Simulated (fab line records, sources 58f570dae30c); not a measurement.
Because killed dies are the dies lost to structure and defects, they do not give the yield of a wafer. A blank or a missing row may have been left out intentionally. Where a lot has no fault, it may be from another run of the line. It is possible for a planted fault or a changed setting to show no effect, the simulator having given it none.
Chamber matching -- flow berkeley_cmos170 -- UCB170_V2_CMP_02 on cmp-01 has 4 sister chambers
The step polishes SiO2. 7 wafers are shown with their chamber, then 9 later ones without.

## WAFERS PAIRED WITH THEIR CHAMBERS
wafer,chamber,motor_current_A (A)
L585.1,1,15.6
L589.2,3,16.7
L589.3,0,15.3
L589.6,0,16.3
L594.2,2,16.3
L594.4,3,16.3
L594.5,2,16.5

## WAFERS WHOSE CHAMBER IS MISSING
wafer,motor_current_A (A)
L599.3,17.9
L599.4,15.4
L599.6,16.6
L598.2,17.1
L598.3,18.0
L598.4,16.2
L597.1,15.6
L597.3,16.4
L597.5,16.3

## WHICH CHAMBER EACH ONE RAN IN
wafer,from the rows above,in truth
L599.3,can't be placed: 3 or 2 or 0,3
L599.4,can't be placed: 1 or 0 or 2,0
L599.6,can't be placed: 3 or 2 or 0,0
L598.2,can't be placed: 3 or 2 or 0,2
L598.3,can't be placed: 3 or 2 or 0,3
L598.4,can't be placed: 2 or 3 or 0 or 1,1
L597.1,can't be placed: 1 or 0 or 2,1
L597.3,can't be placed: 2 or 3 or 0 or 1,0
L597.5,can't be placed: 2 or 3 or 0 or 1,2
0 of 9 placed correctly. These rows do not allow placing 9 (true chamber among the candidates in 9). Number placed wrongly: 0.
How it was worked out, from the rows above alone: a wafer's distance from a chamber is the root of the sum, over the readings, of the square of ((its reading less the chamber's mean) divided by the reading's scatter). If the next closest chamber is less than 2 further off than the closest, the wafer can't be placed; otherwise it belongs to the closest. For every chamber, the mean is computed from those of its wafers that are shown. The scatter: take each reading less its chamber's mean, square it, sum over the shown wafers, divide by the number of wafers less the number of chambers, and take the root.
